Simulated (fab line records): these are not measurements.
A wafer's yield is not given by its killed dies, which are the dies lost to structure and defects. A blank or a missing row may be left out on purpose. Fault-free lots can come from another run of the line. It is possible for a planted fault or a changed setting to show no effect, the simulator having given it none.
Lot-split experiment    flow ritCmos    5 lots, 23 wafers read, on a route of 202 steps

== THE SPLIT ==
At RIT_NWELL_IMPLANT_08, the setting energyKev was moved away from the recipe's 170 on 6 of the 23 wafers read, by -4.2% to +4.8%. The other wafers ran this setting at the recipe's value.

The split's own step is where the reading is taken.

== THE READING ==
In nm, at RIT_NWELL_IMPLANT_08: implant.drpNm, which is the simulator's own figure and was read by no gauge. No usual value for it is given in the file.

wafer   tool, chamber at the split  energyKev as run  against the recipe  implant.drpNm, nm  against lot-mates on the recipe
L074.1  implanter-01, 0             170               recipe              68.82              -
L074.2  implanter-01, 0             170               recipe              68.82              -
L074.4  implanter-01, 0             170               recipe              68.82              -
L074.5  implanter-01, 0             178.1             +4.8%               71.27              +2.45
L074.6  implanter-01, 0             178.1             +4.8%               71.27              +2.45
L076.1  implanter-04, 0             170               recipe              68.82              -
L076.3  implanter-04, 0             170               recipe              68.82              -
L076.6  implanter-04, 0             170               recipe              68.82              -
L076.2  implanter-04, 0             162.9             -4.2%               66.7               -2.12
L076.5  implanter-04, 0             162.9             -4.2%               66.7               -2.12
L077.3  implanter-03, 0             170               recipe              68.82              -
L077.4  implanter-03, 0             170               recipe              68.82              -
L077.5  implanter-03, 0             170               recipe              68.82              -
L079.1  implanter-04, 0             170               recipe              68.82              -
L079.2  implanter-04, 0             170               recipe              68.82              -
L079.3  implanter-04, 0             170               recipe              68.82              -
L079.5  implanter-04, 0             170               recipe              68.82              -
L079.6  implanter-04, 0             170               recipe              68.82              -
L084.1  implanter-01, 0             170               recipe              68.82              -
L084.4  implanter-01, 0             170               recipe              68.82              -
L084.5  implanter-01, 0             170               recipe              68.82              -
L084.2  implanter-01, 0             165.5             -2.6%               67.48              -1.34
L084.6  implanter-01, 0             165.5             -2.6%               67.48              -1.34

THE FIT
A straight line over all 23 wafers: implant.drpNm changes by +0.511 nm for each +1% of energyKev; r = +1.00; the points scatter about the line by 0.0064 nm.
The same after taking each lot's own level away (the mean of its wafers on the recipe; 23 wafers): +0.511 nm for each +1%; r = +1.00; scatter 0.0064 nm.
On that fit, the largest move of energyKev shifts the reading by 2.4 nm.
The lots' own levels span 68.820 to 68.820 nm.
So the lot-to-lot level changes the slope little: the two slopes agree.
Check: +2.43 nm against its lot-mates is what the line predicts for one of the wafers moved furthest among these (+4.8%) when that wafer is left out of the fit. It came out at +2.45 nm against them.

== OTHER SPLITS ON THESE WAFERS ==
Note: prior to the reading, these wafers also went through further splits. Each is held against what the fit with the lots' levels taken away leaves over:
other split on the same wafers      wafers away from the commonest value  r with implant.drpNm (lot level and that fit taken away)
RIT_ACTIVE_OXIDATION_01 tempC       15                                    +0.18
RIT_ACTIVE_CVD_03 nh3FlowSccm       18                                    +0.01
RIT_ACTIVE_DEVELOP_10 developTimeS  8                                     -0.26

== THE WHOLE CHAIN: every reading that the file lists as answering this split, in the file's order ==
step                  what it does  reading                                                         change (the file's fit)                r (the file's)
RIT_NWELL_IMPLANT_08                implant.rpNm (the simulator's own value, which no gauge read)   +2.19 nm for each +1% of the setting   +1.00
RIT_NWELL_IMPLANT_08                implant.drpNm (the simulator's own value, which no gauge read)  +0.511 nm for each +1% of the setting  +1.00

== FILE'S OWN FIT ==
implant.drpNm changes by +0.511 nm for each +1% of energyKev, r = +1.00.
